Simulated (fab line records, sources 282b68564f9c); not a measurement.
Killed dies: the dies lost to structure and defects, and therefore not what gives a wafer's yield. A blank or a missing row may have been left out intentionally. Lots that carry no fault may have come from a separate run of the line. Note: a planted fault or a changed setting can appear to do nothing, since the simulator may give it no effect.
2 desks, one fault :: flow rit_cmos :: each desk holds nothing but its own numbers, with what lay behind them at the end

## THE METROLOGY DESK
Means of the sampled wafers that have a number, per lot and without regard to the tool the lot ran on: this is what the gauges read. Marked OUT: a lot whose mean sits more than 4 standard deviations from the usual mean, which makes it out of limits; the brackets give that distance. 7 of its 10 readings are shown, namely those furthest out on some lot.
Columns: A = GATE_OXIDE_THK at RIT_GATE_THK_MEAS_07, usual 3.01 nm; B = GATE_POLY_THK at RIT_GATE_THK_MEAS_09, usual 255.0 nm; C = cd_nm at RIT_GATE_CD_MEAS_16, usual 149.8 nm; D = GATE_OVL at RIT_GATE_OVL_MEAS_17, usual -0.4 nm; E = cd_nm at RIT_GATE_CD_MEAS_90, usual 149.8 nm; F = PLDD_OVL at RIT_PLDD_OVL_MEAS_06, usual 0.3 nm; G = PLDD_TW at RIT_PLDD_TW_MEAS_10, usual 2324
lot: L623
first seen here: day 3 04:26
A: 3.00
B: 255.9
C: 154.3
D: -1.1
E: 154.5
F: 0.3
G: 2320

lot: L627
first seen here: day 4 02:21
A: 2.99
B: 255.5
C: 151.1
D: -0.6
E: 151.0
F: 2.4
G: 2324

lot: L631
first seen here: day 5 00:54
A: 2.89
B: 255.6
C: 149.0
D: -1.2
E: 149.2
F: 0.7
G: 2294

lot: L633
first seen here: day 5 03:27
A: 3.02
B: 257.1
C: 148.4
D: 1.9
E: 148.4
F: 1.4
G: 2346

lot: L638
first seen here: day 6 05:11
A: 2.99
B: 257.3
C: 148.0
D: -0.3
E: 148.2
F: 2.0
G: 2320

lot: L640
first seen here: day 6 15:49
A: 3.08
B: 252.3
C: 149.5
D: -0.5
E: 149.6
F: -0.2
G: 2346
This desk found nothing out of limits on any of the 6 lots.

## THE TOOL OWNER'S DESK: rie_si-02
The tool's own readings at RIT_GATE_ETCH_19 (etches poly-Si in SF6/CHF3/O2, stops on SiO2, time 165 s, target depth 312.5 nm): means of the sampled wafers that have a number, for each lot that ran on this tool. Marked OUT: a lot whose mean sits more than 4 standard deviations from the usual mean, which makes it out of limits; the brackets give that distance.
Columns: A = drypump_motor_current_A at RIT_GATE_ETCH_19, usual 5.7 A; B = oes_product_au at RIT_GATE_ETCH_19, usual 0.860 a.u.; C = rf_fwd_power_W at RIT_GATE_ETCH_19, usual 159.2 W; D = throttle_valve_pct at RIT_GATE_ETCH_19, usual 10.22 %
lot: L623
first seen here: day 3 07:26
A: 5.5
B: 0.858
C: 159.3
D: 10.31

lot: L627
first seen here: day 4 05:13
A: 5.8
B: 0.851
C: 159.1
D: 10.11

lot: L631
first seen here: day 5 04:09
A: 5.4
B: 0.860
C: 159.6
D: 10.28

lot: L633
first seen here: day 5 06:31
A: 5.4
B: 0.858
C: 159.9
D: 10.27
This desk found nothing out of limits on any of the 4 lots.

## ALL TOGETHER
The metrology desk saw nothing out of limits.
The tool owner's desk saw nothing out of limits.

## WHAT THE SIMULATOR HAD INSERTED
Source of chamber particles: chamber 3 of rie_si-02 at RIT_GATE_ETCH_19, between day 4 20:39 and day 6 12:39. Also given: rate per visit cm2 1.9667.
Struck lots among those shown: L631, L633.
